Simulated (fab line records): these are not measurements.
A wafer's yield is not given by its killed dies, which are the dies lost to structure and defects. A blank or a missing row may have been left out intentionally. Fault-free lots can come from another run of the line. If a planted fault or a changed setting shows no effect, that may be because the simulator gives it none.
Which tool did it? -- flow rit_cmos -- Sampling: 7 lots, 21 wafers, 2 of 202 route steps

## WHAT THE GAUGES SHOWED, per wafer
RIT_PSD_TW_MEAS_10.
lot,measured,on,PSD_TW
L317,day 3 13:34,film_metro-03,3419 3426 3425
L319,day 3 23:05,film_metro-02,3429 3462 3421
L324,day 4 21:47,film_metro-03,3424 3438 3442
L326,day 5 05:50,film_metro-02,3424 3429 3425
L328,day 5 14:37,film_metro-01,3407 3404 3410
L332,day 6 09:59,film_metro-03,3408 3402 3412
L335,day 7 04:32,film_metro-02,30 30 30

## EACH LOT AND THE TOOL THAT RAN IT (in order: tool; ch and the chambers of the sampled wafers; start)
lot,RIT_NSD_STRIP_09
L317,"plasma_asher-01 ch 0,1, day 3 11:50"
L319,"plasma_asher-01 ch 0,1, day 3 21:29"
L324,"plasma_asher-03 ch 0, day 4 20:11"
L326,"plasma_asher-04 ch 0,1, day 5 04:13"
L328,"plasma_asher-04 ch 0,1, day 5 13:01"
L332,"plasma_asher-04 ch 0,1, day 6 08:08"
L335,"plasma_asher-03 ch 0,1, day 7 02:49"
- RIT_NSD_STRIP_09: strips in O2, time 180 s.

## THE ANSWER, worked out from the rows above alone
Rule: usual is defined by the lots themselves. Put in order of their means at a reading, lots are off if they are a third of the lots or fewer, leave a main group of 4 or more, and stand apart from it by a gap of 3 or more times the standard deviation of the main group's means; of several such gaps the widest counts. Not used: any main group whose means are identical at the precision the tables above print for the reading. Also off: a lot with no number at a reading for which 4 or more lots have one. Where the step has rows for the other lots, those lots are counted as sound.
Off: at RIT_PSD_TW_MEAS_10 (PSD_TW), L335. Main group: mean 3423, sd 12.
If a tool, at a process step before that reading, ran all the lots that are off and no sound lot after the first of them, it fits. The gauges at RIT_PSD_TW_MEAS_10 are tried like those tools. Undecided on this evidence; 2 tools fit (plasma_asher-03 at RIT_NSD_STRIP_09, film_metro-02 at RIT_PSD_TW_MEAS_10).

## WHAT HAD BEEN PUT IN BY THE SIMULATOR
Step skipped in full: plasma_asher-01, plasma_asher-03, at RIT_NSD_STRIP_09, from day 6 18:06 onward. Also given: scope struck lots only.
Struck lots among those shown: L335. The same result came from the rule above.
